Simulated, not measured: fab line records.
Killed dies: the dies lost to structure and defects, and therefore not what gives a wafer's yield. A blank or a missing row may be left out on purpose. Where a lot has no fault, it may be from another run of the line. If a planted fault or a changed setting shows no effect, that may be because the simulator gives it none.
Which tool was responsible? | flow ritCmos | Sampling: 13 lots, 39 wafers, 6 of 202 route steps

WHAT THE GAUGES READ, wafer by wafer
RIT_FOX1_THK_MEAS_01. Usual: FOX1_OXIDE_THK typically reads 349 nm, with standard deviation 6.7.
lot  | measured    | on           | FOX1_OXIDE_THK (nm) | flag
L471 | day 1 20:13 | filmMetro-02 | 363 355 359         | 
L472 | day 2 00:51 | filmMetro-03 | 352 354 357         | 
L473 | day 2 04:22 | filmMetro-03 | 344 340 343         | 
L476 | day 2 17:50 | filmMetro-03 | 349 349 345         | 
L477 | day 2 23:31 | filmMetro-03 | 363 361 360         | 
L478 | day 3 03:49 | filmMetro-02 | 354 353 352         | 
L479 | day 3 09:38 | filmMetro-03 | 341 339 340         | 
L480 | day 3 14:43 | filmMetro-03 | 345 346 341         | 
L489 | day 5 10:52 | filmMetro-02 | 352 352 345         | 
L490 | day 5 16:58 | filmMetro-02 | 352 351 353         | 
L491 | day 5 21:41 | filmMetro-02 | 346 343 347         | 
L493 | day 6 07:41 | filmMetro-01 | 359 355 350         | 
L494 | day 6 11:57 | filmMetro-03 | 351 349 349         | 

RIT_FOX2_THK_MEAS_01. Usual: FOX2_OXIDE_THK typically reads 351 nm, with standard deviation 6.2.
lot  | measured    | on           | FOX2_OXIDE_THK (nm) | flag
L471 | day 1 22:46 | filmMetro-01 | 343 348 350         | 
L472 | day 2 02:20 | filmMetro-01 | 341 337 346         | 
L473 | day 2 05:52 | filmMetro-02 | 344 342 343         | 
L476 | day 2 19:20 | filmMetro-02 | 348 350 347         | 
L477 | day 3 01:52 | filmMetro-02 | 354 351 356         | 
L478 | day 3 05:19 | filmMetro-04 | 355 356 359         | 
L479 | day 3 11:08 | filmMetro-04 | 352 346 349         | 
L480 | day 3 16:12 | filmMetro-02 | 352 356 355         | 
L489 | day 5 13:58 | filmMetro-02 | 346 340 342         | 
L490 | day 5 18:27 | filmMetro-02 | 358 350 352         | 
L491 | day 5 23:11 | filmMetro-01 | 345 346 346         | 
L493 | day 6 09:11 | filmMetro-02 | 361 358 357         | 
L494 | day 6 13:26 | filmMetro-04 | 350 353 347         | 

RIT_FOX2_THK_MEAS_91. Usual: FIELD_OXIDE_LEFT_2_THK typically reads 255 nm, with standard deviation 6.3.
lot  | measured    | on           | FIELD_OXIDE_LEFT_2_THK (nm) | flag
L471 | day 2 12:36 | filmMetro-02 | 248 252 254                 | 
L472 | day 2 17:07 | filmMetro-02 | 246 242 251                 | 
L473 | day 2 19:04 | filmMetro-01 | 249 247 248                 | 
L476 | day 3 10:13 | filmMetro-02 | 253 255 251                 | 
L477 | day 3 15:10 | filmMetro-04 | 258 255 261                 | 
L478 | day 3 18:37 | filmMetro-01 | 260 261 264                 | 
L479 | day 4 00:29 | filmMetro-02 | 256 250 252                 | 
L480 | day 4 05:38 | filmMetro-04 | 257 261 261                 | 
L489 | day 6 03:20 | filmMetro-02 | 250 244 247                 | 
L490 | day 6 08:21 | filmMetro-01 | 262 255 256                 | 
L491 | day 6 13:23 | filmMetro-02 | 249 250 250                 | 
L493 | day 6 22:34 | filmMetro-04 | 265 263 261                 | 
L494 | day 7 02:38 | filmMetro-04 | 255 257 252                 | 

RIT_GATE_CD_MEAS_16 targets a cd of 150 nm. Usual: cdNm 149.6 nm, standard deviation 2.2.
lot  | measured    | on       | cdNm (nm)         | flag
L471 | day 2 18:34 | cdSem-02 | 147.8 149.5 149.7 | 
L472 | day 2 21:14 | cdSem-02 | 153.6 154.8 151.8 | 
L473 | day 2 23:02 | cdSem-02 | 150.7 147.8 147.8 | 
L476 | day 3 16:01 | cdSem-02 | 147.8 148.0 146.6 | 
L477 | day 3 19:09 | cdSem-02 | 151.2 151.6 148.0 | 
L478 | day 3 23:05 | cdSem-02 | 148.5 150.0 150.0 | 
L479 | day 4 04:28 | cdSem-02 | 146.5 147.9 146.3 | 
L480 | day 4 10:28 | cdSem-01 | 166.0 164.8 164.4 | OFF
L489 | day 6 08:08 | cdSem-01 | 152.6 151.5 152.9 | 
L490 | day 6 12:49 | cdSem-02 | 153.9 152.2 152.0 | 
L491 | day 6 17:21 | cdSem-02 | 147.7 149.5 148.5 | 
L493 | day 7 02:33 | cdSem-02 | 147.3 146.1 145.9 | 
L494 | day 7 07:23 | cdSem-02 | 145.4 147.9 147.4 | 

RIT_GATE_CD_MEAS_90 targets a cd of 150 nm. Usual: cdNm 149.6 nm, standard deviation 2.2.
lot  | measured    | on       | cdNm (nm)         | flag
L471 | day 2 19:09 | cdSem-01 | 147.8 149.7 149.7 | 
L472 | day 2 21:49 | cdSem-01 | 154.0 154.6 152.0 | 
L473 | day 2 23:38 | cdSem-01 | 151.1 147.6 147.7 | 
L476 | day 3 16:36 | cdSem-02 | 147.7 147.7 147.3 | 
L477 | day 3 19:44 | cdSem-01 | 151.7 151.2 148.4 | 
L478 | day 3 23:41 | cdSem-02 | 148.6 150.0 149.6 | 
L479 | day 4 05:14 | cdSem-01 | 146.5 148.0 147.0 | 
L480 | day 4 11:09 | cdSem-01 | 165.6 165.0 164.0 | OFF
L489 | day 6 08:43 | cdSem-01 | 152.7 151.9 153.2 | 
L490 | day 6 13:28 | cdSem-01 | 153.9 152.1 151.6 | 
L491 | day 6 17:56 | cdSem-01 | 148.1 149.5 148.5 | 
L493 | day 7 03:08 | cdSem-02 | 146.7 146.1 146.4 | 
L494 | day 7 07:58 | cdSem-01 | 145.2 148.2 148.0 | 

WHICH TOOL RAN EACH LOT (tool, then ch and the chambers of the sampled wafers, then the start)
lot  | RIT_GATE_EXPOSE_13
L471 | ilineStepper-01 ch 0, day 2 18:10
L472 | ilineStepper-02 ch 0, day 2 20:50
L473 | ilineStepper-02 ch 0, day 2 22:38
L476 | ilineStepper-02 ch 0, day 3 15:37
L477 | ilineStepper-02 ch 0, day 3 18:45
L478 | ilineStepper-01 ch 0, day 3 22:41
L479 | ilineStepper-01 ch 0, day 4 04:04
L480 | ilineStepper-01 ch 0, day 4 10:01
L489 | ilineStepper-01 ch 0, day 6 07:44
L490 | ilineStepper-01 ch 0, day 6 12:25
L491 | ilineStepper-01 ch 0, day 6 16:57
L493 | ilineStepper-02 ch 0, day 7 02:09
L494 | ilineStepper-01 ch 0, day 7 06:57
- RIT_GATE_EXPOSE_13: exposes mask M6, target cd 150 nm.

WHAT THE TOOLS THEMSELVES READ (means of the sampled wafers that have a number; where no wafer has one, the mark that the record gives instead)
RIT_GATE_EXPOSE_13. Usual: exposureDoseMJCm2 380.0, standard deviation 0.35; focusOffsetNm 0.0 nm, standard deviation 0.51; stageVelMmS 499.96 mm/s, standard deviation 0.25.
lot  | tool            | exposureDoseMJCm2 | focusOffsetNm (nm) | stageVelMmS (mm/s) | flag
L471 | ilineStepper-01 | 379.6             | 0.7                | 499.92             | 
L472 | ilineStepper-02 | 379.9             | 0.2                | 500.21             | 
L473 | ilineStepper-02 | 379.6             | 0.3                | 500.05             | 
L476 | ilineStepper-02 | 380.1             | 0.5                | 500.15             | 
L477 | ilineStepper-02 | 380.2             | -0.1               | 500.10             | 
L478 | ilineStepper-01 | 380.0             | -0.2               | 499.99             | 
L479 | ilineStepper-01 | 380.5             | -0.2               | 500.18             | 
L480 | ilineStepper-01 | 380.2             | 0.1                | 499.86             | 
L489 | ilineStepper-01 | 380.3             | -0.3               | 499.81             | 
L490 | ilineStepper-01 | 380.1             | 0.6                | 500.14             | 
L491 | ilineStepper-01 | 379.5             | -0.5               | 499.73             | 
L493 | ilineStepper-02 | 380.1             | -0.5               | 500.15             | 
L494 | ilineStepper-01 | 380.3             | 0.7                | 499.84             | 

THE ANSWER, worked out from the rows above alone
Rule: lot off if the mean of its wafers having a number is beyond 3 standard deviations from the usual mean. A lot without any number at a reading at which 4 lots or more have one is off too. Where the step has rows for the other lots, those lots are counted as sound. First the gauges in route order, then the tools' own readings, where a lot's mean is used as printed above. The first step at which some lot is off is used, and at that step the reading that is off furthest; a lot without a number counts as furthest.
Off, at RIT_GATE_CD_MEAS_16 on cdNm: L480.
A tool fits if, at a process step before that reading, it ran every lot that is off, and no sound lot after the first of them. The gauges at RIT_GATE_CD_MEAS_16 are tried like those tools. No candidate that was tried fits.

WHAT THE SIMULATOR HAD INSERTED
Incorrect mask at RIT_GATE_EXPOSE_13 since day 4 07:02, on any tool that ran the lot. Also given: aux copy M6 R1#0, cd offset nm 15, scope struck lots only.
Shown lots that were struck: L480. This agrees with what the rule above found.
